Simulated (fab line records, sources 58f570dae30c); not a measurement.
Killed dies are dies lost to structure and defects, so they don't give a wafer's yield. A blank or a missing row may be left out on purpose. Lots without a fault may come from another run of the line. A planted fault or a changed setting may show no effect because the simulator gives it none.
fab line records | flow berkeley_cmos170
record lots=5 wafers=15 last_day=11
route steps=331 shown PLDD@146 NLDD@158 SPACER@171 PSD@175 NSD@187
lots that met no fault: from a run of the same line without faults
start_h: hours from the record's first day to the start of the lot's first wafer shown | wait_h: hours since the lot's step before | " the same as in the row above | L1.1+2: a row that stands for several wafers | - no value, or no start given | * or withheld: withheld | < > ~ a bound
route shown NAME@n: a module of which the file shows steps, and the number in the route of the first | usual: mean/standard deviation of fault-free wafers | same: alike in all rows | chamber/n: place in a boat | sites: the reading at each site | _std_site: their standard deviation | _edge_site: outer sites' mean less inner sites' | radius_mm: how far each site lies from the wafer's centre | mask NAME#n: copy n | behind: the tool/chamber that last shaped the wafer | hold: why the lot was held/for how many hours/how that ended | device: the transistor (n, p or np) that didn't switch | end of line: the same wafers' tests at the end of the route | a step without rows: its recipe alone | killed: dies lost to structure and defects at the first sort, not the wafer's yield | map: a wafer's dies, x killed, . not, _ none there
set.NAME: the setting as run; set.NAME@STEP: as run at that earlier step | model.NAME: the simulator's own value behind a step, which no gauge read
lots at some steps of the route; a table a step, a row a wafer
services: from which hour (start_h, from the record's first day; less than 0 if before it) a tool's chamber was out of use, for how many hours, and why
## steps
# step UCB170_PLDD_COAT_01
# recipe resist=KrF spin_rpm=1500 resist_thk_nm=900
# columns lot.wafer tool chamber start_h wait_h
L075.4+5+6 litho_track-01 0 125.21 0.1
L076.2+3+4 litho_track-04 0 135.54 0.1
L079.4+5+6 litho_track-01 0 163.11 0.1
L081.1+4+6 litho_track-04 0 164.62 0.1
L094.2+3+6 litho_track-01 0 227.44 0.1
# step UCB170_PLDD_SOFTBAKE_02
# recipe resist=KrF temp_c=130 time_s=60
# columns lot.wafer tool chamber start_h wait_h
L075.4+5+6 litho_track-01 0 125.36 0.1
L076.2+3+4 litho_track-04 0 135.69 0.1
L079.4+5+6 litho_track-01 0 163.26 0.1
L081.1+4+6 litho_track-04 0 164.77 0.1
L094.2+3+6 litho_track-01 0 227.59 0.1
# step UCB170_PLDD_EXPOSE_03
# recipe mask_id=PSELECT na=0.5 sigma_outer=0.6 source_shape=conventional target_cd_nm=1200 dose_mj=30
# usual exposure_dose_mJ_cm2=29.982/0.029 reticle_temp_C=23.00/0.11
# columns lot.wafer tool chamber start_h wait_h mask exposure_dose_mJ_cm2 reticle_temp_C
L075.4 krf_scanner-01 0 125.49 0.1 PSELECT#0 29.999 23.04
L075.5 " 0 " " PSELECT#0 29.942 23.16
L075.6 " 0 " " PSELECT#0 29.950 22.97
L076.2 krf_scanner-01 0 135.83 0.1 PSELECT#0 29.976 23.00
L076.3 " 0 " " PSELECT#0 29.959 22.87
L076.4 " 0 " " PSELECT#0 29.968 23.01
L079.4 krf_scanner-02 0 163.39 0.1 PSELECT#0 29.952 23.04
L079.5 " 0 " " PSELECT#0 30.004 23.00
L079.6 " 0 " " PSELECT#0 29.957 23.00
L081.1 krf_scanner-02 0 165.17 0.4 PSELECT#0 29.945 23.06
L081.4 " 0 " " PSELECT#0 29.949 23.19
L081.6 " 0 " " PSELECT#0 29.936 23.05
L094.2 krf_scanner-01 0 227.74 0.1 PSELECT#0 29.936 22.98
L094.3 " 0 " " PSELECT#0 29.957 23.12
L094.6 " 0 " " PSELECT#0 30.003 23.09
# step UCB170_PLDD_PEB_04
# recipe peb_temp_c=130 peb_time_s=withheld resist=KrF
# columns lot.wafer tool chamber start_h wait_h
L075.4+5+6 litho_track-04 0 125.68 0.2
L076.2+3+4 litho_track-04 0 136.29 0.4
L079.4+5+6 litho_track-02 0 163.75 0.3
L081.1+4+6 litho_track-02 0 165.38 0.2
L094.2+3+6 litho_track-01 0 228.57 0.8
# step UCB170_PLDD_DEVELOP_05
# recipe developer=TMAH develop_time_s=45 resist=KrF dev_temp_c=21
# columns lot.wafer tool chamber start_h wait_h
L075.4+5+6 litho_track-04 0 - -
L076.2+3+4 litho_track-04 0 - -
L079.4+5+6 litho_track-02 0 - -
L081.1+4+6 litho_track-02 0 - -
L094.2+3+6 litho_track-01 0 - -
# step UCB170_PLDD_CD_MEAS_06
# recipe target_cd_nm=1200
# usual cd_nm=1199.7/1.5
# columns lot.wafer tool chamber start_h wait_h cd_nm
L075.4 cd_sem-01 - 126.00 - 1203.8
L075.5 " - " " 1203.7
L075.6 " - " " 1202.1
L076.2 cd_sem-02 - 136.56 - 1198.1
L076.3 " - " " 1197.6
L076.4 " - " " 1198.8
L079.4 cd_sem-02 - 164.01 - 1200.7
L079.5 " - " " 1199.4
L079.6 " - " " 1200.1
L081.1 cd_sem-01 - 165.65 - 1198.3
L081.4 " - " " 1199.1
L081.6 " - " " 1199.7
L094.2 cd_sem-01 - 228.84 - 1199.8
L094.3 " - " " 1200.0
L094.6 " - " " 1200.7
# step UCB170_PLDD_OVL_MEAS_07
# usual PLDD_OVL=1/5.7
# columns lot.wafer tool chamber start_h wait_h PLDD_OVL[nm]
L075.4 overlay-01 - 126.08 0.1 8
L075.5 " - " " 6
L075.6 " - " " -3
L076.2 overlay-01 - 136.66 0.1 -2
L076.3 " - " " -4
L076.4 " - " " -2
L079.4 overlay-02 - 164.09 0.1 -5
L079.5 " - " " 5
L079.6 " - " " 1
L081.1 overlay-01 - 165.77 0.1 -1
L081.4 " - " " -10
L081.6 " - " " -2
L094.2 overlay-01 - 228.94 0.1 -6
L094.3 " - " " 5
L094.6 " - " " 5
# step UCB170_PLDD_IMPLANT_08
# recipe species=BF2 dose_cm2=5e+13 energy_kev=10 tilt_deg=7 rotation_deg=0
# same implant_ion_amu=49
# columns lot.wafer tool chamber start_h wait_h
L075.4+5+6 implanter-02 0 126.17 0.1
L076.2+3+4 implanter-02 0 136.72 0.0
L079.4+5+6 implanter-03 0 164.19 0.1
L081.1+4+6 implanter-01 0 165.81 0.0
L094.2+3+6 implanter-03 0 229.00 0.0
# step UCB170_PLDD_IMPLANT_09
# recipe species=BF2 dose_cm2=5e+13 energy_kev=10 tilt_deg=7 rotation_deg=180
# same implant_ion_amu=49
# columns lot.wafer tool chamber start_h wait_h
L075.4+5+6 implanter-02 0 126.32 0.1
L076.2+3+4 implanter-02 0 136.87 0.1
L079.4+5+6 implanter-03 0 164.34 0.1
L081.1+4+6 implanter-01 0 165.96 0.1
L094.2+3+6 implanter-03 0 229.15 0.1
# step UCB170_PLDD_STRIP_10
# recipe chemistry=O2 power_w=400 pressure_mtorr=3500 platen_temp_c=withheld o2_flow_sccm=400 overash_fraction=0.5
# usual drypump_motor_current_A=5.8/0.36 oes_product_au=0.735/0.0042 strip_time_to_endpoint_s=21.65/0.061
# columns lot.wafer tool chamber start_h wait_h drypump_motor_current_A oes_product_au rf_hours_counter_h strip_time_to_endpoint_s
L075.4 plasma_asher-03 0 126.43 0.1 5.5 0.740 - 21.66
L075.5 " 1 " " 5.7 0.730 - 21.72
L075.6 " 0 " " 5.5 0.731 - 21.66
L076.2 plasma_asher-04 1 136.99 0.1 6.6 0.729 42 21.50
L076.3 " 1 " " 6.6 0.730 - 21.62
L076.4 " 0 " " 5.9 0.738 - 21.59
L079.4 plasma_asher-02 0 164.44 0.1 5.9 0.724 - 21.64
L079.5 " 0 " " 5.9 0.727 - 21.64
L079.6 " 1 " " 5.5 0.737 - 21.61
L081.1 plasma_asher-02 0 166.11 0.1 5.9 0.742 45 21.65
L081.4 " 0 " " 5.9 0.729 - 21.62
L081.6 " 1 " " 5.6 0.739 - 21.62
L094.2 plasma_asher-03 1 229.27 0.1 5.7 0.730 47 21.64
L094.3 " 0 " " 5.5 0.728 - 21.65
L094.6 " 0 " " 5.5 0.737 - 21.66
# step UCB170_PLDD_TW_MEAS_11
# usual PLDD_TW=1013/5.4
# columns lot.wafer tool chamber start_h wait_h PLDD_TW
L075.4 film_metro-01 - 126.53 0.1 1010
L075.5 " - " " 1005
L075.6 " - " " 1014
L076.2 film_metro-02 - 137.10 0.1 1023
L076.3 " - " " 1023
L076.4 " - " " 1019
L079.4 film_metro-04 - 164.54 0.1 1009
L079.5 " - " " 1012
L079.6 " - " " 1011
L081.1 film_metro-02 - 166.21 0.1 1021
L081.4 " - " " 1021
L081.6 " - " " 1019
L094.2 film_metro-02 - 229.38 0.1 1018
L094.3 " - " " 1020
L094.6 " - " " 1015
# step UCB170_PLDD_CLEAN_12
# recipe chemistry=SPM temp_c=120 time_s=600
# columns lot.wafer tool chamber start_h wait_h
L075.4+5+6 wet_bench-01 2 126.56 0.0
L076.2+3+4 wet_bench-02 0 137.15 0.0
L079.4+5+6 wet_bench-04 3 164.59 0.0
L081.1+4+6 wet_bench-04 2 166.27 0.1
L094.2+3+6 wet_bench-02 2 229.58 0.2
# step UCB170_NLDD_HMDS_00
# recipe prime_time_s=60 prime_temp_c=100
# columns lot.wafer tool chamber start_h wait_h
L075.4+5+6 litho_track-03 0 126.81 0.1
L076.2+3+4 litho_track-04 0 137.74 0.4
L079.4+5+6 litho_track-04 0 164.99 0.2
L081.1+4+6 litho_track-04 0 166.45 0.0
L094.2+3+6 litho_track-03 0 230.04 0.3
# step UCB170_NLDD_COAT_01
# recipe resist=KrF spin_rpm=1500 resist_thk_nm=900
# columns lot.wafer tool chamber start_h wait_h
L075.4+5+6 litho_track-03 0 126.96 0.1
L076.2+3+4 litho_track-04 0 137.89 0.1
L079.4+5+6 litho_track-04 0 165.14 0.1
L081.1+4+6 litho_track-04 0 166.60 0.1
L094.2+3+6 litho_track-03 0 230.19 0.1
# step UCB170_NLDD_SOFTBAKE_02
# recipe resist=KrF temp_c=130 time_s=60
# columns lot.wafer tool chamber start_h wait_h
L075.4+5+6 litho_track-03 0 127.11 0.1
L076.2+3+4 litho_track-04 0 138.04 0.1
L079.4+5+6 litho_track-04 0 165.29 0.1
L081.1+4+6 litho_track-04 0 166.75 0.1
L094.2+3+6 litho_track-03 0 230.34 0.1
# step UCB170_NLDD_EXPOSE_03
# recipe mask_id=NSELECT na=0.5 sigma_outer=0.6 source_shape=conventional target_cd_nm=1200 dose_mj=30
# usual exposure_dose_mJ_cm2=29.98/0.03 reticle_temp_C=22.98/0.11
# columns lot.wafer tool chamber start_h wait_h mask exposure_dose_mJ_cm2 reticle_temp_C
L075.4 krf_scanner-02 0 127.37 0.2 NSELECT#0 30.01 22.86
L075.5 " 0 " " NSELECT#0 30.00 22.84
L075.6 " 0 " " NSELECT#0 29.97 22.86
L076.2 krf_scanner-02 0 138.18 0.1 NSELECT#0 29.99 23.12
L076.3 " 0 " " NSELECT#0 30.02 23.07
L076.4 " 0 " " NSELECT#0 30.01 23.02
L079.4 krf_scanner-01 0 165.42 0.1 NSELECT#0 29.97 23.04
L079.5 " 0 " " NSELECT#0 29.96 23.00
L079.6 " 0 " " NSELECT#0 29.98 23.20
L081.1 krf_scanner-02 0 167.02 0.2 NSELECT#0 30.00 22.80
L081.4 " 0 " " NSELECT#0 30.02 22.79
L081.6 " 0 " " NSELECT#0 30.02 22.72
L094.2 krf_scanner-02 0 230.48 0.1 NSELECT#0 29.97 22.91
L094.3 " 0 " " NSELECT#0 29.96 22.93
L094.6 " 0 " " NSELECT#0 30.02 22.94
# step UCB170_NLDD_PEB_04
# recipe peb_temp_c=130 peb_time_s=withheld resist=KrF
# columns lot.wafer tool chamber start_h wait_h
L075.4+5+6 litho_track-04 0 127.53 0.1
L076.2+3+4 litho_track-04 0 138.30 0.1
L079.4+5+6 litho_track-03 0 165.81 0.4
L081.1+4+6 litho_track-04 0 167.35 0.3
L094.2+3+6 litho_track-01 0 231.02 0.5
# step UCB170_NLDD_DEVELOP_05
# recipe developer=TMAH develop_time_s=45 resist=KrF dev_temp_c=21
# columns lot.wafer tool chamber start_h wait_h
L075.4+5+6 litho_track-04 0 - -
L076.2+3+4 litho_track-04 0 - -
L079.4+5+6 litho_track-03 0 - -
L081.1+4+6 litho_track-04 0 - -
L094.2+3+6 litho_track-01 0 - -
# step UCB170_NLDD_CD_MEAS_06
# recipe target_cd_nm=1200
# usual cd_nm=1200.1/1.4
# columns lot.wafer tool chamber start_h wait_h cd_nm
L075.4 cd_sem-01 - 127.79 - 1203.1
L075.5 " - " " 1201.6
L075.6 " - " " 1202.4
L076.2 cd_sem-01 - 138.57 - 1200.9
L076.3 " - " " 1199.8
L076.4 " - " " 1198.8
L079.4 cd_sem-02 - 166.07 - 1199.8
L079.5 " - " " 1201.6
L079.6 " - " " 1199.0
L081.1 cd_sem-01 - 167.62 - 1201.1
L081.4 " - " " 1200.4
L081.6 " - " " 1199.8
L094.2 cd_sem-02 - 231.33 - 1200.7
L094.3 " - " " 1200.9
L094.6 " - " " 1200.2
# step UCB170_NLDD_OVL_MEAS_07
# usual NLDD_OVL=-2/5.2
# columns lot.wafer tool chamber start_h wait_h NLDD_OVL[nm]
L075.4 overlay-02 - 127.87 0.1 2
L075.5 " - " " 5
L075.6 " - " " -7
L076.2 overlay-02 - 138.68 0.1 -3
L076.3 " - " " 4
L076.4 " - " " -4
L079.4 overlay-02 - 166.14 0.1 4
L079.5 " - " " 0
L079.6 " - " " 7
L081.1 overlay-01 - 167.74 0.1 -3
L081.4 " - " " -3
L081.6 " - " " 8
L094.2 overlay-01 - 231.43 0.1 -5
L094.3 " - " " -7
L094.6 " - " " 5
# step UCB170_NLDD_IMPLANT_08
# recipe species=As dose_cm2=5e+13 energy_kev=30 tilt_deg=7 rotation_deg=0
# same implant_ion_amu=75
# columns lot.wafer tool chamber start_h wait_h
L075.4+5+6 implanter-04 0 127.96 0.1
L076.2+3+4 implanter-03 0 138.74 0.0
L079.4+5+6 implanter-02 0 166.24 0.1
L081.1+4+6 implanter-03 0 167.78 0.0
L094.2+3+6 implanter-03 0 231.49 0.0
# step UCB170_NLDD_IMPLANT_09
# recipe species=As dose_cm2=5e+13 energy_kev=30 tilt_deg=7 rotation_deg=180
# same implant_ion_amu=75
# columns lot.wafer tool chamber start_h wait_h
L075.4+5+6 implanter-04 0 128.11 0.1
L076.2+3+4 implanter-03 0 138.89 0.1
L079.4+5+6 implanter-02 0 166.39 0.1
L081.1+4+6 implanter-03 0 167.93 0.1
L094.2+3+6 implanter-03 0 231.64 0.1
# step UCB170_NLDD_STRIP_10
# recipe chemistry=O2 power_w=400 pressure_mtorr=3500 platen_temp_c=withheld o2_flow_sccm=400 overash_fraction=0.5
# usual drypump_motor_current_A=5.63/0.17 oes_product_au=0.735/0.0048 strip_time_to_endpoint_s=21.62/0.056
# columns lot.wafer tool chamber start_h wait_h drypump_motor_current_A oes_product_au rf_hours_counter_h strip_time_to_endpoint_s
L075.4 plasma_asher-01 0 128.22 0.1 5.44 0.736 - 21.48
L075.5 " 1 " " 5.48 0.737 - 21.52
L075.6 " 0 " " 5.42 0.732 - 21.56
L076.2 plasma_asher-02 1 139.01 0.1 5.55 0.734 42 21.62
L076.3 " 0 " " 5.87 0.735 - 21.61
L076.4 " 1 " " 5.53 0.735 - 21.71
L079.4 plasma_asher-01 0 166.50 0.1 5.42 0.732 - 21.68
L079.5 " 1 " " 5.51 0.728 - 21.72
L079.6 " 0 " " 5.41 0.731 - 21.72
L081.1 plasma_asher-02 0 168.08 0.1 5.88 0.736 45 21.53
L081.4 " 0 " " 5.91 0.735 - 21.63
L081.6 " 0 " " 5.85 0.731 - 21.58
L094.2 plasma_asher-03 1 231.76 0.1 5.72 0.731 47 21.63
L094.3 " 0 " " 5.48 0.741 - 21.62
L094.6 " 0 " " 5.48 0.734 - 21.57
# step UCB170_NLDD_TW_MEAS_11
# usual NLDD_TW=2225/13
# columns lot.wafer tool chamber start_h wait_h NLDD_TW
L075.4 film_metro-01 - 128.32 0.1 2211
L075.5 " - " " 2218
L075.6 " - " " 2216
L076.2 film_metro-02 - 139.12 0.1 2240
L076.3 " - " " 2243
L076.4 " - " " 2241
L079.4 film_metro-02 - 166.59 0.1 2241
L079.5 " - " " 2229
L079.6 " - " " 2234
L081.1 film_metro-02 - 168.18 0.1 2235
L081.4 " - " " 2227
L081.6 " - " " 2236
L094.2 film_metro-04 - 231.87 0.1 2194
L094.3 " - " " 2198
L094.6 " - " " 2201
# step UCB170_NLDD_CLEAN_12
# recipe chemistry=SPM temp_c=120 time_s=600
# columns lot.wafer tool chamber start_h wait_h
L075.4+5+6 wet_bench-03 3 128.35 0.0
L076.2+3+4 wet_bench-01 3 139.17 0.0
L079.4+5+6 wet_bench-02 0 166.73 0.1
L081.1+4+6 wet_bench-02 1 168.24 0.1
L094.2+3+6 wet_bench-02 2 232.01 0.1
# step UCB170_SPACER_CVD_00
# recipe material=SiO2 target_thk_nm=376 temp_c=390 precursor=TEOS/O2 time_s=47 rf_w=550 pressure_mtorr=9000
# usual heater_power_w=260/51
# columns lot.wafer tool chamber start_h wait_h heater_power_w
L075.4 pecvd-03 0 128.56 0.0 247
L075.5 " 1 " " 172
L075.6 " 2 " " 211
L076.2 pecvd-03 2 139.35 0.0 237
L076.3 " 0 " " 285
L076.4 " 2 " " 246
L079.4 pecvd-02 0 166.93 0.0 287
L079.5 " 1 " " 279
L079.6 " 2 " " 299
L081.1 pecvd-02 1 168.41 0.0 287
L081.4 " 2 " " 297
L081.6 " 1 " " 278
L094.2 pecvd-02 2 232.21 0.0 317
L094.3 " 1 " " 206
L094.6 " 0 " " 213
# step UCB170_SPACER_THK_MEAS_01
# recipe reads=SiO2_of_SPACER_CVD_00
# usual SPACER_TEOS_THK=377/5.2
# columns lot.wafer tool chamber start_h wait_h SPACER_TEOS_THK[nm]
L075.4 film_metro-02 - 128.61 0.0 378
L075.5 " - " " 387
L075.6 " - " " 380
L076.2 film_metro-03 - 139.40 0.0 367
L076.3 " - " " 375
L076.4 " - " " 378
L079.4 film_metro-02 - 166.98 0.0 381
L079.5 " - " " 377
L079.6 " - " " 381
L081.1 film_metro-03 - 168.46 0.0 372
L081.4 " - " " 383
L081.6 " - " " 377
L094.2 film_metro-03 - 232.26 0.0 378
L094.3 " - " " 365
L094.6 " - " " 382
# step UCB170_SPACER_ANNEAL_02
# recipe temp_c=900 time_s=1800 ambient=N2
# usual tube_center_temp_C_max=902.3/0.34 zone_power_centre_pct=43.3/2.1
# columns lot.wafer tool chamber start_h wait_h tube_center_temp_C_max zone_power_centre_pct
L075.4 furnace-03 0 132.32 3.7 902.2 46.7
L075.5 " 0 " " 902.2 45.5
L075.6 " 0 " " 901.9 46.8
L076.2 furnace-01 0 143.50 4.1 901.9 43.9
L076.3 " 0 " " 901.8 43.8
L076.4 " 0 " " 902.0 43.8
L079.4 furnace-03 0 168.91 1.9 902.6 45.6
L079.5 " 0 " " 902.1 46.2
L079.6 " 0 " " 902.3 46.1
L081.1 furnace-03 0 168.91 0.4 902.6 46.3
L081.4 " 0 " " 901.8 45.9
L081.6 " 0 " " 902.2 47.1
L094.2 furnace-01 0 233.22 1.0 902.0 44.1
L094.3 " 0 " " 901.7 43.7
L094.6 " 0 " " 902.5 43.6
# step UCB170_SPACER_ETCHBACK_03
# recipe stop_on=Si target=SiO2 chemistry=CHF3/CF4/Ar CHF3_flow_sccm=50 cf4_flow_sccm=10 Ar_flow_sccm=120 pressure_mtorr=200 rf_w=500 target_depth_a=3760 time_s=100
# usual drypump_motor_current_A=5.8/0.45 oes_product_au=0.901/0.017 throttle_valve_pct=6.48/0.11
# columns lot.wafer tool chamber start_h wait_h drypump_motor_current_A oes_product_au rf_hours_counter_h throttle_valve_pct
L075.4 rie_diel-01 3 133.82 0.0 5.6 0.893 12 6.39
L075.5 " 0 " " 6.3 0.921 - 6.45
L075.6 " 1 " " 5.0 0.903 - 6.64
L076.2 rie_diel-01 0 145.00 0.0 6.3 0.873 88 6.47
L076.3 " 3 " " 5.7 0.887 12 6.39
L076.4 " 1 " " 5.0 0.900 133 6.63
L079.4 rie_diel-01 2 170.41 0.0 5.7 0.915 141 6.49
L079.5 " 2 " " 5.7 0.904 - 6.47
L079.6 " 3 " " 5.6 0.897 - 6.39
L081.1 rie_diel-03 3 170.41 0.0 5.5 0.905 3 6.54
L081.4 " 1 " " 5.4 0.933 - 6.46
L081.6 " 3 " " 5.5 0.917 - 6.54
L094.2 rie_diel-04 3 234.72 0.0 5.3 0.907 17 6.31
L094.3 " 1 " " 6.4 0.870 22 6.52
L094.6 " 0 " " 5.9 0.895 - 6.53
# step UCB170_PSD_HMDS_00
# recipe prime_time_s=60 prime_temp_c=100
# columns lot.wafer tool chamber start_h wait_h
L075.4+5+6 litho_track-02 0 134.06 0.2
L076.2+3+4 litho_track-01 0 145.10 0.1
L079.4+5+6 litho_track-01 0 170.67 0.2
L081.1+4+6 litho_track-02 0 170.85 0.4
L094.2+3+6 litho_track-02 0 235.28 0.5
# step UCB170_PSD_COAT_01
# recipe resist=KrF spin_rpm=1500 resist_thk_nm=900
# columns lot.wafer tool chamber start_h wait_h
L075.4+5+6 litho_track-02 0 134.21 0.1
L076.2+3+4 litho_track-01 0 145.25 0.1
L079.4+5+6 litho_track-01 0 170.82 0.1
L081.1+4+6 litho_track-02 0 171.00 0.1
L094.2+3+6 litho_track-02 0 235.43 0.1
# step UCB170_PSD_SOFTBAKE_02
# recipe resist=KrF temp_c=130 time_s=60
# columns lot.wafer tool chamber start_h wait_h
L075.4+5+6 litho_track-02 0 134.36 0.1
L076.2+3+4 litho_track-01 0 145.40 0.1
L079.4+5+6 litho_track-01 0 170.97 0.1
L081.1+4+6 litho_track-02 0 171.15 0.1
L094.2+3+6 litho_track-02 0 235.58 0.1
# step UCB170_PSD_EXPOSE_03
# recipe mask_id=PSELECT_MOD na=0.5 sigma_outer=0.6 source_shape=conventional target_cd_nm=1200 dose_mj=30
# usual exposure_dose_mJ_cm2=29.99/0.033 reticle_temp_C=23.00/0.096
# columns lot.wafer tool chamber start_h wait_h mask exposure_dose_mJ_cm2 reticle_temp_C
L075.4 krf_scanner-02 0 134.62 0.2 PSELECT_MOD#0 30.04 22.88
L075.5 " 0 " " PSELECT_MOD#0 30.07 22.92
L075.6 " 0 " " PSELECT_MOD#0 30.04 23.11
L076.2 krf_scanner-02 0 145.67 0.2 PSELECT_MOD#0 30.00 23.02
L076.3 " 0 " " PSELECT_MOD#0 29.95 22.92
L076.4 " 0 " " PSELECT_MOD#0 29.98 23.03
L079.4 krf_scanner-02 0 171.23 0.2 PSELECT_MOD#0 29.96 23.21
L079.5 " 0 " " PSELECT_MOD#0 29.98 23.15
L079.6 " 0 " " PSELECT_MOD#0 29.98 22.98
L081.1 krf_scanner-02 0 171.40 0.2 PSELECT_MOD#0 29.97 23.09
L081.4 " 0 " " PSELECT_MOD#0 30.03 22.91
L081.6 " 0 " " PSELECT_MOD#0 29.99 22.97
L094.2 krf_scanner-01 0 235.72 0.1 PSELECT_MOD#0 30.03 23.00
L094.3 " 0 " " PSELECT_MOD#0 30.03 23.04
L094.6 " 0 " " PSELECT_MOD#0 30.00 23.04
# step UCB170_PSD_PEB_04
# recipe peb_temp_c=130 peb_time_s=withheld resist=KrF
# columns lot.wafer tool chamber start_h wait_h
L075.4+5+6 litho_track-02 0 135.41 0.8
L076.2+3+4 litho_track-03 0 145.79 0.1
L079.4+5+6 litho_track-01 0 171.57 0.3
L081.1+4+6 litho_track-02 0 171.58 0.2
L094.2+3+6 litho_track-01 0 236.17 0.4
# step UCB170_PSD_DEVELOP_05
# recipe developer=TMAH develop_time_s=45 resist=KrF dev_temp_c=21
# columns lot.wafer tool chamber start_h wait_h
L075.4+5+6 litho_track-02 0 - -
L076.2+3+4 litho_track-03 0 - -
L079.4+5+6 litho_track-01 0 - -
L081.1+4+6 litho_track-02 0 - -
L094.2+3+6 litho_track-01 0 - -
# step UCB170_PSD_CD_MEAS_06
# recipe target_cd_nm=1200
# usual cd_nm=1199.8/1.3
# columns lot.wafer tool chamber start_h wait_h cd_nm
L075.4 cd_sem-01 - 135.67 - 1198.2
L075.5 " - " " 1198.1
L075.6 " - " " 1198.3
L076.2 cd_sem-02 - 146.06 - 1202.1
L076.3 " - " " 1200.3
L076.4 " - " " 1200.8
L079.4 cd_sem-01 - 171.83 - 1200.7
L079.5 " - " " 1200.9
L079.6 " - " " 1201.8
L081.1 cd_sem-01 - 171.89 - 1200.9
L081.4 " - " " 1201.9
L081.6 " - " " 1200.7
L094.2 cd_sem-01 - 236.44 - 1198.9
L094.3 " - " " 1199.0
L094.6 " - " " 1199.0
# step UCB170_PSD_OVL_MEAS_07
# usual PSD_OVL=-5/4.6
# columns lot.wafer tool chamber start_h wait_h PSD_OVL[nm]
L075.4 overlay-01 - 135.75 0.1 -6
L075.5 " - " " -8
L075.6 " - " " -6
L076.2 overlay-01 - 146.17 0.1 -8
L076.3 " - " " 6
L076.4 " - " " -7
L079.4 overlay-01 - 171.91 0.1 -10
L079.5 " - " " -2
L079.6 " - " " -4
L081.1 overlay-01 - 172.01 0.1 -11
L081.4 " - " " -6
L081.6 " - " " -12
L094.2 overlay-01 - 236.54 0.1 0
L094.3 " - " " -11
L094.6 " - " " -10
# step UCB170_PSD_IMPLANT_08
# recipe species=B dose_cm2=3e+15 energy_kev=20 tilt_deg=7
# same implant_ion_amu=11
# columns lot.wafer tool chamber start_h wait_h
L075.4+5+6 implanter-01 0 135.84 0.1
L076.2+3+4 implanter-01 0 146.22 0.0
L079.4+5+6 implanter-01 0 172.00 0.1
L081.1+4+6 implanter-03 0 172.05 0.0
L094.2+3+6 implanter-04 0 236.60 0.0
# step UCB170_PSD_STRIP_09
# recipe chemistry=O2 power_w=400 pressure_mtorr=3500 platen_temp_c=withheld o2_flow_sccm=400 overash_fraction=0.5
# usual drypump_motor_current_A=5.7/0.38 oes_product_au=0.600/0.0045 strip_time_to_endpoint_s=29.39/0.072
# columns lot.wafer tool chamber start_h wait_h drypump_motor_current_A oes_product_au rf_hours_counter_h strip_time_to_endpoint_s
L075.4 plasma_asher-01 1 135.95 0.1 5.5 0.610 - 29.37
L075.5 " 0 " " 5.4 0.600 - 29.37
L075.6 " 1 " " 5.5 0.596 - 29.39
L076.2 plasma_asher-01 1 146.35 0.1 5.5 0.599 3 29.44
L076.3 " 0 " " 5.5 0.602 - 29.46
L076.4 " 1 " " 5.5 0.604 - 29.37
L079.4 plasma_asher-04 0 172.11 0.1 5.9 0.603 - 29.35
L079.5 " 0 " " 5.9 0.604 - 29.37
L079.6 " 1 " " 6.5 0.600 - 29.32
L081.1 plasma_asher-01 1 172.20 0.1 5.5 0.602 6 29.36
L081.4 " 0 " " 5.4 0.602 - 29.36
L081.6 " 0 " " 5.4 0.597 - 29.37
L094.2 plasma_asher-01 1 236.72 0.1 5.5 0.597 14 29.41
L094.3 " 1 " " 5.5 0.602 - 29.47
L094.6 " 1 " " 5.5 0.596 - 29.43
# step UCB170_PSD_TW_MEAS_10
# usual PSD_TW=2336/13
# columns lot.wafer tool chamber start_h wait_h PSD_TW
L075.4 film_metro-01 - 136.05 0.1 2319
L075.5 " - " " 2321
L075.6 " - " " 2333
L076.2 film_metro-01 - 146.46 0.1 2338
L076.3 " - " " 2335
L076.4 " - " " 2333
L079.4 film_metro-04 - 172.21 0.1 2334
L079.5 " - " " 2328
L079.6 " - " " 2343
L081.1 film_metro-04 - 172.30 0.1 2335
L081.4 " - " " 2343
L081.6 " - " " 2330
L094.2 film_metro-04 - 236.83 0.1 2311
L094.3 " - " " 2322
L094.6 " - " " 2307
# step UCB170_PSD_CLEAN_11
# recipe chemistry=SPM temp_c=120 time_s=600
# columns lot.wafer tool chamber start_h wait_h
L075.4+5+6 wet_bench-03 3 136.08 0.0
L076.2+3+4 wet_bench-03 1 148.09 1.6
L079.4+5+6 wet_bench-04 2 172.24 0.0
L081.1+4+6 wet_bench-04 1 172.41 0.1
L094.2+3+6 wet_bench-04 2 238.95 2.1
# step UCB170_NSD_HMDS_00
# recipe prime_time_s=60 prime_temp_c=100
# columns lot.wafer tool chamber start_h wait_h
L075.4+5+6 litho_track-02 0 136.41 0.1
L076.2+3+4 litho_track-03 0 148.50 0.2
L079.4+5+6 litho_track-03 0 172.49 0.1
L081.1+4+6 litho_track-03 0 172.86 0.3
L094.2+3+6 litho_track-04 0 239.15 0.0
# step UCB170_NSD_COAT_01
# recipe resist=KrF spin_rpm=1500 resist_thk_nm=900
# columns lot.wafer tool chamber start_h wait_h
L075.4+5+6 litho_track-02 0 136.56 0.1
L076.2+3+4 litho_track-03 0 148.65 0.1
L079.4+5+6 litho_track-03 0 172.64 0.1
L081.1+4+6 litho_track-03 0 173.01 0.1
L094.2+3+6 litho_track-04 0 239.30 0.1
# step UCB170_NSD_SOFTBAKE_02
# recipe resist=KrF temp_c=130 time_s=60
# columns lot.wafer tool chamber start_h wait_h
L075.4+5+6 litho_track-02 0 136.71 0.1
L076.2+3+4 litho_track-03 0 148.80 0.1
L079.4+5+6 litho_track-03 0 172.79 0.1
L081.1+4+6 litho_track-03 0 173.16 0.1
L094.2+3+6 litho_track-04 0 239.45 0.1
## services
# columns tool chamber start_h hours kind
plasma_asher-03 - 104.85 0.5 repair
plasma_asher-01 - 108.75 9.0 pm
implanter-04 - 109.04 15.3 repair
rie_diel-01 3 113.18 8.3 repair
implanter-04 - 121.04 5.4 repair
krf_scanner-02 - 128.62 0.8 pm
furnace-03 - 128.62 3.7 pm
wet_bench-02 - 139.94 6.6 repair
implanter-04 - 145.59 6.1 repair
rie_diel-01 0 156.01 6.6 repair
rie_diel-01 3 162.95 6.2 repair
krf_scanner-01 - 164.53 0.8 pm
krf_scanner-01 - 167.44 4.0 pm
implanter-02 - 176.30 3.1 repair
krf_scanner-02 - 181.15 1.0 pm
krf_scanner-02 - 190.16 0.8 repair
implanter-03 - 191.76 2.3 repair
plasma_asher-02 - 197.89 0.8 repair
krf_scanner-02 - 201.74 1.3 pm
krf_scanner-01 - 210.38 1.3 pm
implanter-03 - 213.47 4.7 pm
implanter-01 - 219.14 1.1 repair
krf_scanner-01 - 225.86 1.0 pm
plasma_asher-02 - 237.39 1.4 repair
## key
fault none
